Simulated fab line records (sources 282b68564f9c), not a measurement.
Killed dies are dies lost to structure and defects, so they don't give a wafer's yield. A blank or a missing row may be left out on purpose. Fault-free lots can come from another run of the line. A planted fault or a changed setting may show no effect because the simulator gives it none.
Which of the tools did it? | flow rit-cmos | 7 lots with 21 wafers sampled at 3 steps, on a route of 202 steps

WHAT THE GAUGES SHOWED, per wafer
RIT_PLDD_TW_MEAS_10.
lot  | measured    | on            | PLDD_TW
L674 | day 3 05:01 | film-metro-03 | 2387 2386 2390
L676 | day 3 11:25 | film-metro-03 | 2365 2369 2389
L679 | day 4 00:56 | film-metro-03 | 2355 2362 2365
L681 | day 4 12:10 | film-metro-03 | 2349 2368 2358
L683 | day 4 20:34 | film-metro-03 | 2361 2361 2352
L690 | day 6 10:00 | film-metro-03 | 2368 2370 2367
L692 | day 6 19:43 | film-metro-04 | 2252 2250 2253

TOOL THAT RAN EACH LOT (tool first, then ch and the chambers of the sampled wafers, then the start)
lot  | RIT_PWELL_STRIP_09                  | RIT_PLDD_IMPLANT_08
L674 | plasma-asher-01 ch 0,1, day 2 08:37 | implanter-03 ch 0, day 3 04:41
L676 | plasma-asher-01 ch 0,1, day 2 13:39 | implanter-04 ch 0, day 3 11:06
L679 | plasma-asher-01 ch 0,1, day 3 04:27 | implanter-04 ch 0, day 4 00:38
L681 | plasma-asher-04 ch 0,1, day 3 15:35 | implanter-04 ch 0, day 4 11:51
L683 | plasma-asher-04 ch 0,1, day 4 00:35 | implanter-01 ch 0, day 4 20:15
L690 | plasma-asher-01 ch 0,1, day 5 12:46 | implanter-04 ch 0, day 6 09:40
L692 | plasma-asher-02 ch 0,1, day 5 23:39 | implanter-03 ch 0, day 6 19:23
- RIT_PWELL_STRIP_09: strips in O2, time 180 s.
- RIT_PLDD_IMPLANT_08

THE ANSWER, worked out from the rows above alone
Rule: usual is defined by the lots themselves. The widest of any qualifying gaps counts: lots, ordered by their means at a reading, are off when they make up no more than a third of the lots, leave a main group of 4 or more, and stand apart from it by 3 or more times the standard deviation of that group's means. A main group whose means are all the same, to the digits that the tables above print for the reading, isn't used. Also off: a lot with no number at a reading for which 4 or more lots have one. Any other lot the step has rows for is counted as sound.
Off: L692, seen at RIT_PLDD_TW_MEAS_10 (PLDD_TW). Main group: mean 2368, sd 11.
A tool fits if, at a process step before that reading, it ran every lot that is off, and no sound lot after the first of them. Gauges at RIT_PLDD_TW_MEAS_10: tried the same way as those tools. Can't be told from this: 3 tools fit, plasma-asher-02 at RIT_PWELL_STRIP_09, implanter-03 at RIT_PLDD_IMPLANT_08, film-metro-04 at RIT_PLDD_TW_MEAS_10.

WHAT HAD BEEN PUT IN BY THE SIMULATOR
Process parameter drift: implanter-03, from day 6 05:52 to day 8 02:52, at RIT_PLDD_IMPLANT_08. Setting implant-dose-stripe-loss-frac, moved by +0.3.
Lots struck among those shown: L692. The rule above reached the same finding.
